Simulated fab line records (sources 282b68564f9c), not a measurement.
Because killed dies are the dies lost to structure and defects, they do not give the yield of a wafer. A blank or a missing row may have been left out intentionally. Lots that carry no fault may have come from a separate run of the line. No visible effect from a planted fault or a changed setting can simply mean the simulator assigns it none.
Check of tool commonality / flow rit_cmos / 54 wafers sampled across 15 lots

## WHY THIS WAS OPENED
3 of 15 lots carry a flag on the reading ACTIVE_NITRIDE_THK at RIT_ACTIVE_THK_MEAS_04. Wafers without a fault read 149.1 nm, standard deviation 1.4.
Rule: a lot is flagged in two cases, either no wafer of it has a number, or all its wafers with numbers fall more than 4 standard deviations from that mean. As for the other lots, they are considered sound.

lot=L858; measured=day 1 13:59; on=film_metro-03; ACTIVE_NITRIDE_THK (nm), wafer by wafer=149.7 149.5 149.3; flag=
lot=L859; measured=day 1 18:32; on=film_metro-03; ACTIVE_NITRIDE_THK (nm), wafer by wafer=148.8 148.7 150.0; flag=
lot=L862; measured=day 2 09:32; on=film_metro-04; ACTIVE_NITRIDE_THK (nm), wafer by wafer=149.1 150.4 149.5; flag=
lot=L863; measured=day 2 14:32; on=film_metro-04; ACTIVE_NITRIDE_THK (nm), wafer by wafer=146.0 147.7 147.5; flag=
lot=L865; measured=day 3 01:14; on=film_metro-03; ACTIVE_NITRIDE_THK (nm), wafer by wafer=149.9 151.9 151.1; flag=
lot=L867; measured=day 3 11:05; on=film_metro-03; ACTIVE_NITRIDE_THK (nm), wafer by wafer=149.2 149.4 148.6; flag=
lot=L868; measured=day 3 15:32; on=film_metro-04; ACTIVE_NITRIDE_THK (nm), wafer by wafer=147.2 147.4 147.7; flag=
lot=L869; measured=day 3 20:32; on=film_metro-02; ACTIVE_NITRIDE_THK (nm), wafer by wafer=149.1 149.5 149.8; flag=
lot=L870; measured=day 4 01:32; on=film_metro-03; ACTIVE_NITRIDE_THK (nm), wafer by wafer=147.8 148.5 148.2; flag=
lot=L871; measured=day 4 06:32; on=film_metro-04; ACTIVE_NITRIDE_THK (nm), wafer by wafer=148.7 148.8 148.3; flag=
lot=L872; measured=day 4 11:32; on=film_metro-02; ACTIVE_NITRIDE_THK (nm), wafer by wafer=147.4 147.6 147.4; flag=
lot=L873; measured=day 4 16:32; on=film_metro-04; ACTIVE_NITRIDE_THK (nm), wafer by wafer=150.7 150.7 148.8; flag=
lot=L878; measured=day 5 17:32; on=film_metro-02; ACTIVE_NITRIDE_THK (nm), wafer by wafer=124.1 122.8 122.7 123.9 122.9 122.6; flag=FLAGGED
lot=L880; measured=day 6 03:32; on=film_metro-03; ACTIVE_NITRIDE_THK (nm), wafer by wafer=123.8 121.8 121.5 123.8 121.8 121.6; flag=FLAGGED
lot=L881; measured=day 6 08:33; on=film_metro-02; ACTIVE_NITRIDE_THK (nm), wafer by wafer=126.7 126.1 126.9 126.7 126.1 126.8; flag=FLAGGED
The numbers of the flagged lots are 124.0 nm on average: -25.1 nm against the usual, or -18 standard deviations.

## WHICH TOOL RAN EACH LOT
The record holds 1 process step before the reading, out of a route of 202 steps. Every cell lists first the tool, next ch and the chambers used by the sampled wafers, and last the start.
lot=L858; flag=; RIT_ACTIVE_CVD_03=lpcvd-02 ch 1, day 1 12:35
lot=L859; flag=; RIT_ACTIVE_CVD_03=lpcvd-01 ch 1, day 1 17:07
lot=L862; flag=; RIT_ACTIVE_CVD_03=lpcvd-02 ch 0, day 2 08:07
lot=L863; flag=; RIT_ACTIVE_CVD_03=lpcvd-01 ch 0, day 2 13:07
lot=L865; flag=; RIT_ACTIVE_CVD_03=lpcvd-02 ch 0, day 2 23:07
lot=L867; flag=; RIT_ACTIVE_CVD_03=lpcvd-02 ch 1, day 3 09:40
lot=L868; flag=; RIT_ACTIVE_CVD_03=lpcvd-02 ch 0, day 3 14:07
lot=L869; flag=; RIT_ACTIVE_CVD_03=lpcvd-01 ch 1, day 3 19:07
lot=L870; flag=; RIT_ACTIVE_CVD_03=lpcvd-01 ch 0, day 4 00:07
lot=L871; flag=; RIT_ACTIVE_CVD_03=lpcvd-02 ch 1, day 4 05:07
lot=L872; flag=; RIT_ACTIVE_CVD_03=lpcvd-01 ch 0, day 4 10:07
lot=L873; flag=; RIT_ACTIVE_CVD_03=lpcvd-01 ch 0, day 4 15:07
lot=L878; flag=FLAGGED; RIT_ACTIVE_CVD_03=lpcvd-02 ch 0, day 5 16:07
lot=L880; flag=FLAGGED; RIT_ACTIVE_CVD_03=lpcvd-02 ch 0, day 6 02:07
lot=L881; flag=FLAGGED; RIT_ACTIVE_CVD_03=lpcvd-02 ch 0, day 6 07:07
What these steps do:
- RIT_ACTIVE_CVD_03: deposits Si3N4 from SiH2Cl2/NH3, target thk 150 nm, time 1500 s.
- RIT_ACTIVE_THK_MEAS_04

## FLAGGED OVER TOTAL, TOOL BY TOOL (the gauges that took the reading come last)
step=RIT_ACTIVE_CVD_03; tool=lpcvd-01; lots run=6; flagged=0; share of the flagged lots=none; sound lots run after its first flagged lot=-
step=RIT_ACTIVE_CVD_03; tool=lpcvd-02; lots run=9; flagged=3; share of the flagged lots=all; sound lots run after its first flagged lot=0
step=RIT_ACTIVE_THK_MEAS_04; tool=film_metro-02; lots run=4; flagged=2; share of the flagged lots=some; sound lots run after its first flagged lot=0
step=RIT_ACTIVE_THK_MEAS_04; tool=film_metro-03; lots run=6; flagged=1; share of the flagged lots=some; sound lots run after its first flagged lot=0
step=RIT_ACTIVE_THK_MEAS_04; tool=film_metro-04; lots run=5; flagged=0; share of the flagged lots=none; sound lots run after its first flagged lot=-

## WHAT IS ALLOWED BY THE TABLE
In the table, 1 row covers all flagged lots: lpcvd-02 at RIT_ACTIVE_CVD_03.
- lpcvd-02 at RIT_ACTIVE_CVD_03: 3 of its 9 lots flagged. It ran its last sound lot, L871, at day 4 05:07 and its first flagged lot, L878, at day 5 16:07: a fault with its onset between the two fits.
lpcvd-02 at RIT_ACTIVE_CVD_03 is the single tool remaining.

## WHAT HAD BEEN PUT IN BY THE SIMULATOR
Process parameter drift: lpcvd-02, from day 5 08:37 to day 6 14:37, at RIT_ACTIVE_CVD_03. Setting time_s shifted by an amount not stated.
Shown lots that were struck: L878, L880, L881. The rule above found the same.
